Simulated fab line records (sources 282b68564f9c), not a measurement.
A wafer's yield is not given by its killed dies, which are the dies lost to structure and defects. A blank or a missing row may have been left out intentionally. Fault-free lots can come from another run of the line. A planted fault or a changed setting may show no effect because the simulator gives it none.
fab line records	flow ritCmos
record lots=6	wafers=18	lastDay=6
route steps=202 shown PLDD@116 SPACER@125 NSD@131 PSD@142 SDANNEAL@153 SILICIDE@161 M1@202
lots untouched by any fault: they come from a run of this same line in which no faults occurred
startH: start of the lot's first displayed wafer, in hours after the record's first day	waitH: hours since the lot's step before	" the same as in the row above	L1.1+2: several wafers, shown together as one row	- no value, or no start given	* or withheld: withheld	< > ~ a bound
route shown NAME@n: NAME is a module with steps in the file, n the number in the route of the first one	usual: mean and standard deviation over wafers with no fault	same: alike in all rows	chamber/n: place in a boat	sites: each site's reading	_std_site: their standard deviation	_edge_site: inner sites' mean taken away from outer sites' mean	radiusMm: how far each site lies from the wafer's centre	mask NAME#n: copy n	behind: the most recent tool/chamber to have shaped the wafer	hold: what put the lot on hold/how long, in hours/how the hold closed	device: transistor that didn't switch, given as n, p or np	end of line: the route-end tests of the same wafers	a step without rows: its recipe alone	killed: the dies lost at the first sort to structure and to defects; this is not the yield of the wafer	map: dies across one wafer; x = killed, . = not, _ = none there
set.NAME: the setting the step ran with; set.NAME@STEP: the setting that earlier step ran with	model.NAME: the simulator's own value behind a step, which no gauge read
lots at selected steps of the route; one table per step, one row per wafer
services: from which hour (startH, from the record's first day; less than 0 if before it) a tool's chamber was out of use, for how many hours, and why
## steps
# step RIT_PLDD_SOFTBAKE_02
# recipe resist=NOVOLAK	tempC=90	timeS=60
# step RIT_PLDD_EXPOSE_03
# recipe maskId=M8	na=0.57	targetCdNm=40900	doseMj=250
# step RIT_PLDD_PEB_04
# recipe resist=NOVOLAK	tempC=withheld	timeS=withheld
# step RIT_PLDD_DEVELOP_05
# recipe resist=NOVOLAK	developTimeS=50	devTempC=23
# step RIT_PLDD_OVL_MEAS_06
# usual PLDD_OVL=0.6/1.3
lot.wafer	tool	chamber	startH	waitH	PLDD_OVL[nm]
L916.3	overlay-01	-	42.59	-	2.4
L916.4	"	-	"	"	2.4
L916.6	"	-	"	"	2.2
L920.1	overlay-01	-	63.60	-	1.1
L920.3	"	-	"	"	-0.2
L920.4	"	-	"	"	2.4
L925.3	overlay-01	-	88.22	-	-0.4
L925.5	"	-	"	"	0.4
L925.6	"	-	"	"	0.6
L928.3	overlay-02	-	106.35	-	0.7
L928.5	"	-	"	"	1.6
L928.6	"	-	"	"	1.5
L930.1	overlay-02	-	115.66	-	-0.7
L930.5	"	-	"	"	2.1
L930.6	"	-	"	"	0.1
L933.1	overlay-01	-	132.18	-	-1.9
L933.4	"	-	"	"	-0.4
L933.6	"	-	"	"	0.5
# step RIT_PLDD_HARDBAKE_07
# recipe resist=NOVOLAK	tempC=140	timeS=60
# step RIT_PLDD_IMPLANT_08
# recipe species=BF2	energyKev=20.28	doseCm2=9e+14	tiltDeg=7
# step RIT_PLDD_STRIP_09
# recipe chemistry=O2	timeS=180	resist=NOVOLAK	platenTempC=withheld	powerW=500	pressureMtorr=4000	o2FlowSccm=4000
# usual drypumpMotorCurrentA=5.8/0.67
lot.wafer	tool	chamber	startH	waitH	drypumpMotorCurrentA	rfHoursCounterH
L916.3	plasmaAsher-01	1	42.97	0.1	5.6	-
L916.4	"	0	"	"	6.8	-
L916.6	"	1	"	"	5.6	-
L920.1	plasmaAsher-03	1	63.94	0.1	4.9	40
L920.3	"	1	"	"	4.9	-
L920.4	"	0	"	"	6.2	-
L925.3	plasmaAsher-03	0	88.61	0.1	6.2	-
L925.5	"	0	"	"	6.2	-
L925.6	"	1	"	"	4.9	-
L928.3	plasmaAsher-01	1	106.73	0.1	5.6	-
L928.5	"	1	"	"	5.6	-
L928.6	"	0	"	"	6.7	-
L930.1	plasmaAsher-03	1	116.00	0.1	4.9	46
L930.5	"	0	"	"	6.2	-
L930.6	"	1	"	"	4.9	-
L933.1	plasmaAsher-03	1	132.61	0.1	4.9	48
L933.4	"	0	"	"	6.2	-
L933.6	"	1	"	"	4.9	-
# step RIT_PLDD_TW_MEAS_10
# usual PLDD_TW=2393/16
lot.wafer	tool	chamber	startH	waitH	PLDD_TW
L916.3	filmMetro-04	-	43.11	0.1	2401
L916.4	"	-	"	"	2409
L916.6	"	-	"	"	2424
L920.1	filmMetro-04	-	64.11	0.1	2406
L920.3	"	-	"	"	2422
L920.4	"	-	"	"	2416
L925.3	filmMetro-03	-	88.74	0.1	2370
L925.5	"	-	"	"	2374
L925.6	"	-	"	"	2362
L928.3	filmMetro-04	-	106.87	0.1	2404
L928.5	"	-	"	"	2415
L928.6	"	-	"	"	2415
L930.1	filmMetro-03	-	116.17	0.1	2383
L930.5	"	-	"	"	2389
L930.6	"	-	"	"	2389
L933.1	filmMetro-03	-	132.79	0.1	2392
L933.4	"	-	"	"	2383
L933.6	"	-	"	"	2377
# step RIT_SPACER_CLEAN_00
# recipe chemistry=SC1	mix=3:3:50	timeS=600	tempC=75
# step RIT_SPACER_CLEAN_01
# recipe chemistry=dHF	dilution=50:1	timeS=30
# step RIT_SPACER_CLEAN_02
# recipe chemistry=SC2	mix=3:3:50	timeS=600	tempC=75	dry=n2Spin
# step RIT_SPACER_CVD_03
# recipe material=Si3N4	targetThkNm=250	tempC=810	precursor=SiH2Cl2/NH3	timeS=3300	pressureMtorr=300	sih2cl2FlowSccm=60	nh3FlowSccm=150
# usual pressureMtorr=300.1/0.58	spikeTcCentreC=812.3/1.1
lot.wafer	tool	chamber	startH	waitH	pressureMtorr	spikeTcCentreC	model.Si3N4_of_SPACER_CVD_03.thkNm
L916.3	lpcvd-02	1	43.71	0.0	300.0	811.9	248.6
L916.4	"	1	"	"	298.4	812.6	249.6
L916.6	"	1	"	"	300.0	810.7	247.1
L920.1	lpcvd-01	0	64.54	0.0	299.7	812.4	250.8
L920.3	"	0	"	"	298.8	814.1	252.1
L920.4	"	0	"	"	299.0	811.6	251.3
L925.3	lpcvd-01	1	89.37	0.0	300.1	811.0	252.5
L925.5	"	1	"	"	300.6	813.6	250.4
L925.6	"	1	"	"	300.6	811.2	252.9
L928.3	lpcvd-02	1	107.98	0.7	240.2	812.2	236.6
L928.5	"	1	"	"	240.2	810.5	237.3
L928.6	"	1	"	"	240.6	810.1	236.5
L930.1	lpcvd-02	1	116.77	0.0	240.4	811.4	232.7
L930.5	"	1	"	"	240.0	812.0	231.1
L930.6	"	1	"	"	240.5	811.3	233.8
L933.1	lpcvd-01	0	133.25	0.0	300.3	813.7	250.5
L933.4	"	0	"	"	299.8	812.5	251.1
L933.6	"	0	"	"	300.2	811.7	252.3
# step RIT_SPACER_THK_MEAS_04
# recipe reads=Si3N4_of_SPACER_CVD_03
# usual SPACER_NITRIDE_THK=250.3/2.4
lot.wafer	tool	chamber	startH	waitH	SPACER_NITRIDE_THK[nm]
L916.3	filmMetro-01	-	45.64	0.0	248.8
L916.4	"	-	"	"	249.7
L916.6	"	-	"	"	247.0
L920.1	filmMetro-03	-	66.45	0.0	250.9
L920.3	"	-	"	"	252.1
L920.4	"	-	"	"	251.4
L925.3	filmMetro-04	-	91.31	0.0	252.4
L925.5	"	-	"	"	250.2
L925.6	"	-	"	"	253.0
L928.3	filmMetro-04	-	109.91	0.0	236.6
L928.5	"	-	"	"	237.3
L928.6	"	-	"	"	236.3
L930.1	filmMetro-01	-	118.69	0.0	232.7
L930.5	"	-	"	"	231.1
L930.6	"	-	"	"	233.8
L933.1	filmMetro-04	-	135.16	0.0	250.4
L933.4	"	-	"	"	251.1
L933.6	"	-	"	"	252.4
# step RIT_SPACER_ETCHBACK_05
# recipe targetDepthA=2500	SF6_flow_sccm=30	CHF3_flow_sccm=30	target=Si3N4	chemistry=SF6/CHF3	pressureMtorr=40	rfW=250	timeS=240	stopOn=SiO2
# usual drypumpMotorCurrentA=5.8/0.68	oesProductAu=0.840/0.015	throttleValvePct=10.23/0.13
lot.wafer	tool	chamber	startH	waitH	drypumpMotorCurrentA	oesProductAu	rfHoursCounterH	throttleValvePct	model.etch.depthNm
L916.3	rieDiel-01	0	45.68	0.0	5.2	0.851	157	10.08	248.6
L916.4	"	3	"	"	6.4	0.867	22	10.14	249.6
L916.6	"	1	"	"	6.6	0.831	-	10.25	247.1
L920.1	rieDiel-02	2	66.51	0.1	5.6	0.846	5	10.34	250.8
L920.3	"	0	"	"	6.5	0.845	35	10.09	252.1
L920.4	"	1	"	"	4.9	0.856	14	10.31	251.3
L925.3	rieDiel-01	2	91.35	0.0	5.2	0.828	19	10.34	252.5
L925.5	"	0	"	"	5.1	0.853	-	10.08	250.4
L925.6	"	1	"	"	6.6	0.836	-	10.28	252.9
L928.3	rieDiel-01	3	109.95	0.0	6.4	0.826	24	10.14	236.6
L928.5	"	1	"	"	6.6	0.799	-	10.25	237.3
L928.6	"	2	"	"	5.1	0.782	-	10.33	236.5
L930.1	rieDiel-01	2	118.75	0.1	5.2	0.775	19	10.33	232.7
L930.5	"	2	"	"	5.2	0.777	-	10.32	231.1
L930.6	"	3	"	"	6.5	0.820	-	10.13	233.8
L933.1	rieDiel-01	0	135.22	0.1	5.2	0.842	0	10.11	250.5
L933.4	"	2	"	"	5.2	0.821	19	10.32	251.1
L933.6	"	3	"	"	6.4	0.874	-	10.14	252.3
# step RIT_NSD_HMDS_00
# recipe primeTimeS=60	primeTempC=140
# step RIT_NSD_COAT_01
# recipe resist=NOVOLAK	spinRpm=3250	resistThkNm=1000
# step RIT_NSD_SOFTBAKE_02
# recipe resist=NOVOLAK	tempC=90	timeS=61.69
# usual heaterPowerTotalW=34.53/0.045	plateSensorTCentreC=90.969/0.011	plateSensorTEdgeC=91.022/0.01
lot.wafer	tool	chamber	startH	waitH	heaterPowerTotalW	plateSensorTCentreC	plateSensorTEdgeC
L916.3	lithoTrack-01	0	46.18	0.1	34.52	90.969	91.030
L916.4	"	0	"	"	34.51	90.988	91.023
L916.6	"	0	"	"	34.42	90.978	91.019
L920.1	lithoTrack-03	0	66.96	0.1	34.54	90.980	91.016
L920.3	"	0	"	"	34.51	90.971	91.025
L920.4	"	0	"	"	34.59	90.975	91.006
L925.3	lithoTrack-03	0	92.03	0.1	34.53	90.985	91.021
L925.5	"	0	"	"	34.54	90.981	91.017
L925.6	"	0	"	"	34.48	90.948	91.025
L928.3	lithoTrack-01	0	110.45	0.1	34.51	90.965	91.009
L928.5	"	0	"	"	34.48	90.959	91.026
L928.6	"	0	"	"	34.53	90.983	91.017
L930.1	lithoTrack-04	0	119.20	0.1	34.59	90.972	91.022
L930.5	"	0	"	"	34.55	90.975	91.024
L930.6	"	0	"	"	34.47	90.978	91.012
L933.1	lithoTrack-01	0	135.67	0.1	34.45	90.972	91.025
L933.4	"	0	"	"	34.46	90.961	91.025
L933.6	"	0	"	"	34.55	90.961	91.023
# step RIT_NSD_EXPOSE_03
# recipe maskId=M9	na=0.57	targetCdNm=40700	doseMj=250
# step RIT_NSD_PEB_04
# recipe resist=NOVOLAK	tempC=withheld	timeS=withheld
# step RIT_NSD_DEVELOP_05
# recipe resist=NOVOLAK	developTimeS=50	devTempC=23
# step RIT_NSD_OVL_MEAS_06
# usual NSD_OVL=1.4/1.3
lot.wafer	tool	chamber	startH	waitH	NSD_OVL[nm]
L916.3	overlay-01	-	46.82	-	1.4
L916.4	"	-	"	"	-0.8
L916.6	"	-	"	"	-1.6
L920.1	overlay-02	-	67.65	-	2.8
L920.3	"	-	"	"	3.2
L920.4	"	-	"	"	3.3
L925.3	overlay-02	-	92.73	-	2.3
L925.5	"	-	"	"	1.4
L925.6	"	-	"	"	2.7
L928.3	overlay-01	-	111.11	-	0.2
L928.5	"	-	"	"	1.1
L928.6	"	-	"	"	1.1
L930.1	overlay-01	-	119.93	-	-0.4
L930.5	"	-	"	"	0.8
L930.6	"	-	"	"	2.9
L933.1	overlay-02	-	136.22	-	3.1
L933.4	"	-	"	"	2.8
L933.6	"	-	"	"	0.8
# step RIT_NSD_HARDBAKE_07
# recipe resist=NOVOLAK	tempC=140	timeS=60
# step RIT_NSD_IMPLANT_08
# recipe species=P	energyKev=25	doseCm2=1e+15	tiltDeg=7
# step RIT_NSD_STRIP_09
# recipe chemistry=O2	timeS=180	resist=NOVOLAK	platenTempC=withheld	powerW=500	pressureMtorr=4000	o2FlowSccm=4000
# usual drypumpMotorCurrentA=6.2/0.53
lot.wafer	tool	chamber	startH	waitH	drypumpMotorCurrentA	rfHoursCounterH
L916.3	plasmaAsher-04	0	47.20	0.1	6.3	-
L916.4	"	1	"	"	5.2	-
L916.6	"	0	"	"	6.4	-
L920.1	plasmaAsher-04	1	67.99	0.1	5.2	45
L920.3	"	0	"	"	6.3	-
L920.4	"	1	"	"	5.2	-
L925.3	plasmaAsher-02	1	93.33	0.1	6.6	-
L925.5	"	0	"	"	6.2	-
L925.6	"	1	"	"	6.6	-
L928.3	plasmaAsher-01	0	111.49	0.1	6.8	-
L928.5	"	0	"	"	6.9	-
L928.6	"	1	"	"	5.6	-
L930.1	plasmaAsher-01	1	120.26	0.1	5.7	48
L930.5	"	1	"	"	5.6	-
L930.6	"	0	"	"	6.8	-
L933.1	plasmaAsher-04	0	136.56	0.1	6.3	2
L933.4	"	0	"	"	6.3	-
L933.6	"	0	"	"	6.3	-
# step RIT_NSD_TW_MEAS_10
# usual NSD_TW=3166/20
lot.wafer	tool	chamber	startH	waitH	NSD_TW
L916.3	filmMetro-03	-	47.34	0.1	3131
L916.4	"	-	"	"	3128
L916.6	"	-	"	"	3129
L920.1	filmMetro-04	-	68.16	0.1	3187
L920.3	"	-	"	"	3190
L920.4	"	-	"	"	3179
L925.3	filmMetro-04	-	93.47	0.1	3174
L925.5	"	-	"	"	3170
L925.6	"	-	"	"	3177
L928.3	filmMetro-03	-	111.63	0.1	3180
L928.5	"	-	"	"	3198
L928.6	"	-	"	"	3185
L930.1	filmMetro-03	-	120.44	0.1	3162
L930.5	"	-	"	"	3145
L930.6	"	-	"	"	3140
L933.1	filmMetro-03	-	136.73	0.1	3130
L933.4	"	-	"	"	3158
L933.6	"	-	"	"	3145
# step RIT_PSD_HMDS_00
# recipe primeTimeS=60	primeTempC=140
# step RIT_PSD_COAT_01
# recipe resist=NOVOLAK	spinRpm=3250	resistThkNm=1000
# step RIT_PSD_SOFTBAKE_02
# recipe resist=NOVOLAK	tempC=90	timeS=60
# step RIT_PSD_EXPOSE_03
# recipe maskId=M10	na=0.57	targetCdNm=40900	doseMj=250
# step RIT_PSD_PEB_04
# recipe resist=NOVOLAK	tempC=withheld	timeS=withheld
# step RIT_PSD_DEVELOP_05
# recipe resist=NOVOLAK	developTimeS=50	devTempC=23
# step RIT_PSD_OVL_MEAS_06
# usual PSD_OVL=-0.4/1.4
lot.wafer	tool	chamber	startH	waitH	PSD_OVL[nm]
L916.3	overlay-02	-	48.24	-	-0.2
L916.4	"	-	"	"	0.1
L916.6	"	-	"	"	2.2
L920.1	overlay-02	-	69.28	-	0.6
L920.3	"	-	"	"	-1.2
L920.4	"	-	"	"	0.3
L925.3	overlay-02	-	94.50	-	-2.1
L925.5	"	-	"	"	-1.3
L925.6	"	-	"	"	-0.3
L928.3	overlay-02	-	112.66	-	0.6
L928.5	"	-	"	"	-0.2
L928.6	"	-	"	"	-0.4
L930.1	overlay-02	-	121.47	-	-1.3
L930.5	"	-	"	"	-0.2
L930.6	"	-	"	"	-0.9
L933.1	overlay-01	-	137.84	-	-3.0
L933.4	"	-	"	"	-2.2
L933.6	"	-	"	"	-1.7
# step RIT_PSD_HARDBAKE_07
# recipe resist=NOVOLAK	tempC=140	timeS=60
# step RIT_PSD_IMPLANT_08
# recipe species=BF2	energyKev=27.4	doseCm2=5e+15	tiltDeg=7
# step RIT_PSD_STRIP_09
# recipe chemistry=O2	timeS=180	resist=NOVOLAK	platenTempC=withheld	powerW=500	pressureMtorr=4000	o2FlowSccm=4000
# usual drypumpMotorCurrentA=5.9/0.66
lot.wafer	tool	chamber	startH	waitH	drypumpMotorCurrentA	rfHoursCounterH
L916.3	plasmaAsher-01	0	48.62	0.1	6.8	-
L916.4	"	1	"	"	5.6	-
L916.6	"	1	"	"	5.6	-
L920.1	plasmaAsher-04	0	69.62	0.1	6.3	46
L920.3	"	1	"	"	5.2	-
L920.4	"	0	"	"	6.3	-
L925.3	plasmaAsher-01	0	94.88	0.1	6.8	-
L925.5	"	0	"	"	6.8	-
L925.6	"	1	"	"	5.6	-
L928.3	plasmaAsher-01	1	113.04	0.1	5.6	-
L928.5	"	1	"	"	5.6	-
L928.6	"	0	"	"	6.7	-
L930.1	plasmaAsher-01	0	121.81	0.1	6.8	48
L930.5	"	1	"	"	5.6	-
L930.6	"	0	"	"	6.8	-
L933.1	plasmaAsher-01	0	138.18	0.1	6.8	50
L933.4	"	1	"	"	5.6	-
L933.6	"	0	"	"	6.8	-
# step RIT_PSD_TW_MEAS_10
# usual PSD_TW=3494/21
lot.wafer	tool	chamber	startH	waitH	PSD_TW
L916.3	filmMetro-03	-	48.76	0.1	3475
L916.4	"	-	"	"	3475
L916.6	"	-	"	"	3478
L920.1	filmMetro-03	-	69.79	0.1	3467
L920.3	"	-	"	"	3476
L920.4	"	-	"	"	3460
L925.3	filmMetro-03	-	95.02	0.1	3462
L925.5	"	-	"	"	3462
L925.6	"	-	"	"	3469
L928.3	filmMetro-02	-	113.18	0.1	3524
L928.5	"	-	"	"	3542
L928.6	"	-	"	"	3483
L930.1	filmMetro-04	-	121.98	0.1	3515
L930.5	"	-	"	"	3503
L930.6	"	-	"	"	3502
L933.1	filmMetro-04	-	138.35	0.1	3494
L933.4	"	-	"	"	3493
L933.6	"	-	"	"	3481
# step RIT_SDANNEAL_CLEAN_00
# recipe chemistry=SC1	mix=3:3:50	timeS=600	tempC=75
# step RIT_SDANNEAL_CLEAN_01
# recipe chemistry=dHF	dilution=50:1	timeS=30
# step RIT_SDANNEAL_CLEAN_02
# recipe chemistry=SC2	mix=3:3:50	timeS=600	tempC=75	dry=n2Spin
# step RIT_SDANNEAL_RTA_03
# recipe tempC=1050	timeS=5	idleTempC=600	rampUpCPerS=342	rampDownCPerS=171	coolToC=600	ambient=N2
# usual chamberO2Ppm=2.001/0.02	wafer_temp_C_max=1053.6/1.3
lot.wafer	tool	chamber	startH	waitH	chamberO2Ppm	wafer_temp_C_max
L916.3	rtpAnneal-02	0	49.67	0.0	1.995	1053.6
L916.4	"	0	"	"	2.006	1052.5
L916.6	"	0	"	"	2.008	1052.5
L920.1	rtpAnneal-02	0	70.22	0.0	2.035	1052.5
L920.3	"	0	"	"	1.980	1051.9
L920.4	"	0	"	"	2.015	1053.7
L925.3	rtpAnneal-01	0	95.62	0.0	1.995	1051.9
L925.5	"	0	"	"	2.054	1053.3
L925.6	"	0	"	"	1.984	1054.1
L928.3	rtpAnneal-02	0	113.95	0.0	2.001	1054.8
L928.5	"	0	"	"	1.968	1053.8
L928.6	"	0	"	"	1.998	1053.1
L930.1	rtpAnneal-02	0	122.59	0.0	1.997	1051.9
L930.5	"	0	"	"	1.996	1052.9
L930.6	"	0	"	"	2.020	1052.6
L933.1	rtpAnneal-01	0	138.78	0.0	2.006	1055.3
L933.4	"	0	"	"	2.002	1053.8
L933.6	"	0	"	"	1.995	1056.6
# step RIT_SDANNEAL_RS_MEAS_04
# recipe thkMeasGauge=four-point-probe
# usual PSD_RS=115.08/0.29
lot.wafer	tool	chamber	startH	waitH	PSD_RS[ohm/sq]
L916.3	filmMetro-04	-	49.75	0.1	114.99
L916.4	"	-	"	"	114.90
L916.6	"	-	"	"	114.95
L920.1	filmMetro-04	-	70.28	0.0	115.12
L920.3	"	-	"	"	115.20
L920.4	"	-	"	"	114.96
L925.3	filmMetro-04	-	95.70	0.1	114.88
L925.5	"	-	"	"	114.75
L925.6	"	-	"	"	114.84
L928.3	filmMetro-04	-	114.03	0.1	115.27
L928.5	"	-	"	"	114.92
L928.6	"	-	"	"	115.01
L930.1	filmMetro-03	-	122.65	0.0	115.59
L930.5	"	-	"	"	115.40
L930.6	"	-	"	"	115.70
L933.1	filmMetro-03	-	138.84	0.0	115.11
L933.4	"	-	"	"	114.75
L933.6	"	-	"	"	114.35
# step RIT_SILICIDE_WET_ETCH_00
# recipe chemistry=BOE	target=SiO2	targetDepthNm=14	timeS=15	dry=n2Spin	dilution=10:1	tempC=21.5
# usual bathHeatDutyPct=1.7/0.36
lot.wafer	tool	chamber	startH	waitH	bathHeatDutyPct	model.Si3N4_of_SPACER_CVD_03.thkNm
L916.3	wetBench-01	1	50.19	0.1	1.9	191.8
L916.4	"	1	"	"	1.9	192.2
L916.6	"	1	"	"	1.5	190.3
L920.1	wetBench-01	3	70.76	0.1	1.6	195.7
L920.3	"	3	"	"	1.6	196.1
L920.4	"	3	"	"	1.8	196.7
L925.3	wetBench-02	0	96.14	0.1	1.2	196.3
L925.5	"	0	"	"	1.2	193.6
L925.6	"	0	"	"	1.4	195.3
L928.3	wetBench-03	0	114.47	0.1	2.1	183.2
L928.5	"	0	"	"	1.5	183.9
L928.6	"	0	"	"	2.2	183.6
L930.1	wetBench-01	3	123.13	0.1	1.6	180.9
L930.5	"	3	"	"	1.6	178.9
L930.6	"	3	"	"	1.6	180.9
L933.1	wetBench-03	3	139.32	0.1	1.5	196.5
L933.4	"	3	"	"	2.3	195
L933.6	"	3	"	"	1.4	194.7
# step RIT_M1_PROBE_99
# usual killedAtContacts=0.1/0.26	killedAtFrontEnd=7/3.1	killedDies=7/3.1	killedOpen=3.5/1.9	killedShort=3.4/2.1
# same grossDies=264	killed_at_M0_to_M3=0	killed_at_M4_up=0	killedAtBackSide=0	killedAtOther=0
lot.wafer	tool	chamber	startH	waitH	killedAtContacts	killedAtFrontEnd	killedDies	killedOpen	killedShort	model.etest.nmos_0p15.rOnOhmUm	model.etest.pwellPinched.rsOhmSq	model.etest.nwellPinched.rsOhmSq	model.etest.diodeNplusComb.cjFfUm2
L916.3	prober-01	-	58.55	0.2	1	5	6	3	3	1159	451.7	349.6	2.718
L916.4	prober-01	-	58.60	0.2	0	2	2	1	1	1183	460.6	349.8	2.706
L916.6	prober-01	-	58.70	0.2	0	8	8	5	3	1180	458	354.3	2.719
L920.1	prober-02	-	77.96	0.1	0	7	7	3	4	1111	447.3	339.3	2.642
L920.3	prober-02	-	78.06	0.2	0	12	12	4	8	1110	447.4	341.3	2.649
L920.4	prober-02	-	78.11	0.2	0	13	13	7	6	1092	437.9	335.9	2.608
L925.3	prober-01	-	106.27	0.2	0	9	9	6	3	1150	447.8	346.4	2.662
L925.5	prober-01	-	106.37	0.2	0	8	8	6	2	1178	455.2	348.6	2.694
L925.6	prober-01	-	106.42	0.2	0	7	7	5	2	1172	451.8	346.9	2.68
L928.3	prober-02	-	122.07	0.2	0	6	6	4	2	1178	470.4	353.7	2.687
L928.5	prober-02	-	122.17	0.2	0	7	7	2	5	1144	467.1	354.4	2.706
L928.6	prober-02	-	122.22	0.2	0	2	2	0	2	1131	472.3	350.7	2.685
L930.1	prober-02	-	130.38	0.1	0	9	9	6	3	1200	470	354.2	2.698
L930.5	prober-02	-	130.58	0.2	0	7	7	4	2	1220	475	358.4	2.704
L930.6	prober-02	-	130.63	0.2	0	8	8	3	5	1208	468.3	358.3	2.708
L933.1	prober-01	-	146.60	0.1	0	8	8	5	3	1107	440.6	336.5	2.618
L933.4	prober-01	-	146.75	0.2	0	4	4	4	0	1137	447.8	345	2.668
L933.6	prober-01	-	146.85	0.2	0	9	9	2	7	1148	460.9	347.8	2.705
# killed by level:class
L916.3 SILICIDE:geometricParticle:short=2 SPACER:geometricParticle:short=1 SPACER:geometricParticle:open=1 SILICIDE:geometricParticle:open=1 CONTACT:geometricParticle:open=1
L916.4 GATE:geometricParticle:short=1 SILICIDE:geometricParticle:open=1
L916.6 FOX1:geometricParticle:open=3 GATE:geometricParticle:short=2 GATE:geometricParticle:open=1 REOX:geometricParticle:short=1 SPACER:geometricParticle:open=1
L920.1 FOX2:geometricParticle:open=2 FOX1:geometricParticle:short=1 FOX2:geometricParticle:short=1 GATE:geometricParticle:open=1 GATE:geometricParticle:short=1 SPACER:geometricParticle:short=1
L920.3 FOX2:geometricParticle:short=2 SPACER:geometricParticle:open=2 SPACER:geometricParticle:short=2 SILICIDE:geometricParticle:short=2 FOX1:geometricParticle:short=1 FOX2:geometricParticle:open=1 GATE:geometricParticle:short=1 SILICIDE:geometricParticle:open=1
L920.4 FOX2:geometricParticle:open=3 GATE:geometricParticle:open=3 FOX2:geometricParticle:short=2 GATE:geometricParticle:short=2 FOX1:geometricParticle:short=1 FOX1:geometricParticle:open=1 REOX:geometricParticle:short=1
L925.3 SPACER:geometricParticle:open=5 SPACER:geometricParticle:short=2 REOX:geometricParticle:short=1 REOX:geometricParticle:open=1
L925.5 SPACER:geometricParticle:open=3 FOX1:geometricParticle:open=1 FOX2:geometricParticle:short=1 FOX2:geometricParticle:open=1 GATE:geometricParticle:short=1 SILICIDE:geometricParticle:open=1
L925.6 REOX:geometricParticle:open=4 GATE:geometricParticle:short=1 GATE:geometricParticle:open=1 REOX:geometricParticle:short=1
L928.3 FOX1:geometricParticle:short=1 FOX2:geometricParticle:open=1 GATE:geometricParticle:short=1 GATE:geometricParticle:open=1 SPACER:geometricParticle:open=1 SILICIDE:geometricParticle:open=1
L928.5 GATE:geometricParticle:short=2 REOX:geometricParticle:short=2 FOX2:geometricParticle:open=1 GATE:geometricParticle:open=1 SPACER:geometricParticle:short=1
L928.6 FOX1:geometricParticle:short=1 REOX:geometricParticle:short=1
L930.1 SPACER:geometricParticle:open=3 FOX1:geometricParticle:open=2 GATE:geometricParticle:short=2 FOX2:geometricParticle:short=1 GATE:geometricParticle:open=1
L930.5 FOX1:geometricParticle:open=2 SPACER:geometricParticle:open=2 FOX2:geometricParticle:short=1 GATE:geometricParticle:short=1 GATE:coatMicrobubblePrinted=1
L930.6 GATE:geometricParticle:short=3 GATE:geometricParticle:open=2 FOX1:geometricParticle:short=1 REOX:geometricParticle:open=1 SPACER:geometricParticle:short=1
L933.1 GATE:geometricParticle:open=2 REOX:geometricParticle:short=2 ACTIVE:geometricParticle:open=1 GATE:geometricParticle:short=1 SPACER:geometricParticle:open=1 SILICIDE:geometricParticle:open=1
L933.4 GATE:geometricParticle:open=3 SPACER:geometricParticle:open=1
L933.6 SPACER:geometricParticle:short=3 GATE:geometricParticle:short=2 GATE:geometricParticle:open=1 REOX:geometricParticle:short=1 SILICIDE:geometricParticle:open=1 SILICIDE:geometricParticle:short=1
## services
tool	chamber	startH	hours	kind
rieDiel-01	3	21.77	7.6	repair
plasmaAsher-02	-	38.91	14.6	pm
rieDiel-01	-	39.73	0.3	repair
lpcvd-02	-	53.12	1.8	repair
plasmaAsher-01	-	59.59	11.9	repair
rieDiel-02	-	72.63	2.8	pm
wetBench-01	-	74.24	1.2	repair
plasmaAsher-04	-	101.70	3.8	repair
rieDiel-01	0	106.33	-	clean
rieDiel-01	0	106.33	22.8	scheduledDown
rieDiel-01	0	106.33	22.8	ventCycle
plasmaAsher-04	-	108.75	9.0	pm
plasmaAsher-04	0	108.75	9.0	ventCycle
plasmaAsher-04	1	108.75	9.0	ventCycle
plasmaAsher-04	0	117.75	-	clean
plasmaAsher-04	1	117.75	-	clean
## key
firstSign step=RIT_SPACER_CVD_03	reading=pressureMtorr	direction=down	sigmas=99+	usual=300.1	struck=240.3
effect step=RIT_SPACER_THK_MEAS_04	reading=SPACER_NITRIDE_THK	direction=down	sigmas=6.5	usual=250.3	struck=234.6
effect step=RIT_SPACER_ETCHBACK_05	reading=oesProductAu	direction=down	sigmas=2.9	usual=0.840	struck=0.796
modelEffect step=RIT_SPACER_CVD_03	value=Si3N4_of_SPACER_CVD_03.thkNm	without=250.9	struck=234.7
modelEffect step=RIT_SPACER_ETCHBACK_05	value=etch.depthNm	without=250.9	struck=234.7
modelEffect step=RIT_SILICIDE_WET_ETCH_00	value=Si3N4_of_SPACER_CVD_03.thkNm	without=194.5	struck=181.9
modelEffect step=RIT_M1_PROBE_99	value=etest.nmos_0p15.rOnOhmUm	without=1118	struck=1180
metAt RIT_SPACER_CVD_03
struckWafers L928.3,L928.5,L928.6,L930.1,L930.5,L930.6
testerLeftOut L928,L930
onsetBetween 43.71 107.98
fault kind=processParameterDrift	tool=lpcvd-02	chamber=-	onsetH=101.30	steps=RIT_SPACER_CVD_03	channel=pressureMtorr	offset=-60	shape=step	endH=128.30	actsIn=theseRecipesOnly	stated=300
# testerLeftOut: of these lots the tester's yield and bins aren't shown, on N5 and GAA mostly nor the transistor test; their killed dies are dies lost to structure and defects alone, not to doping, threshold or leakage, so they don't give the yield
